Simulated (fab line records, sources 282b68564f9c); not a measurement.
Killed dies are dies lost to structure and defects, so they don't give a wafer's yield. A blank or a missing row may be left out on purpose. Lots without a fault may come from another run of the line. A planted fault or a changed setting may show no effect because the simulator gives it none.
One fault seen from 2 desks | flow rit_cmos | each desk has only its own numbers; what lay behind them comes last

THE METROLOGY DESK
What the gauges read, lot by lot, whatever tool the lot ran on: means of the sampled wafers that have a number. A lot is out of limits, marked OUT, if its mean lies more than 4 standard deviations from the usual mean; the brackets give that distance.
Columns: A = cd_nm at RIT_GATE_CD_MEAS_16, usual 150.0 nm; B = NLDD_RS at RIT_SDANNEAL_RS_MEAS_07, usual 151.3 ohm/sq; C = SILICIDE_TI_RS at RIT_SILICIDE_RS_MEAS_02, usual 48.0 ohm/sq; D = SILICIDE_TI_THK at RIT_SILICIDE_THK_MEAS_03, usual 30.1 nm
lot  | first seen here | A     | B     | C              | D
L497 | day 2 12:22     | 153.0 | 151.1 | 48.6           | 30.0
L499 | day 3 00:21     | 147.3 | 151.4 | 48.2           | 29.8
L500 | day 3 04:38     | 152.9 | 149.9 | 49.4           | 29.6
L501 | day 3 09:47     | 150.3 | 150.2 | 47.9           | 30.2
L502 | day 3 13:39     | 149.4 | 152.1 | 47.6           | 30.3
L504 | day 4 00:06     | 152.0 | 151.5 | 47.8           | 30.4
L505 | day 4 12:17     | 147.5 | 151.1 | 48.9           | 29.8
L514 | day 6 03:15     | 151.0 | 151.6 | 64.5 (+24) OUT | 26.0 (-11) OUT
L516 | day 6 11:11     | 149.2 | 151.0 | 48.1           | 29.9
L517 | day 6 16:40     | 151.3 | 152.0 | 48.8           | 29.7
L518 | day 6 21:01     | 147.3 | 150.7 | 48.1           | 30.1
L519 | day 7 04:43     | 147.4 | 151.3 | 47.5           | 30.3
L520 | day 7 11:17     | 148.8 | 151.6 | 48.6           | 29.8
This desk's finding: out of limits on L514; first on L514, day 6 16:43 (SILICIDE_TI_RS at RIT_SILICIDE_RS_MEAS_02). In limits: L497, L499, L500, L501, L502, L504, L505, L516, L517, L518, L519, L520.

THE TOOL OWNER'S DESK: pvd_sputter-04
The tool's own readings at RIT_SILICIDE_SPUTTER_01 (material Ti, target thk 30 nm, time 240 s): means of the sampled wafers that have a number, for each lot that ran on this tool. A lot is out of limits, marked OUT, if its mean lies more than 4 standard deviations from the usual mean; the brackets give that distance.
Columns: A = throttle_valve_pct at RIT_SILICIDE_SPUTTER_01, usual 30.3 %
lot  | first seen here | A
L500 | day 3 17:37     | 29.6
L502 | day 4 04:49     | 30.6
L504 | day 4 13:12     | 31.5
L514 | day 6 16:33     | 31.8
This desk's finding: nothing out of limits on any of the 4 lots.

PUT TOGETHER
The metrology desk could have raised an alarm at day 6 16:43, on L514.
The tool owner's desk saw nothing out of limits.
The tool owner's desk has L514 on record, within its limits.
Of the lots named, all ran RIT_SILICIDE_SPUTTER_01 on pvd_sputter-04.

WHAT THE SIMULATOR HAD PUT IN
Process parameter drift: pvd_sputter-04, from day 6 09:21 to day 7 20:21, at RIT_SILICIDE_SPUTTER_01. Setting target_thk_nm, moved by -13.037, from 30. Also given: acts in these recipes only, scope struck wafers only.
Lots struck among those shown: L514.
Hours from the fault's start to each desk's first reading out of limits: the metrology desk, 7.
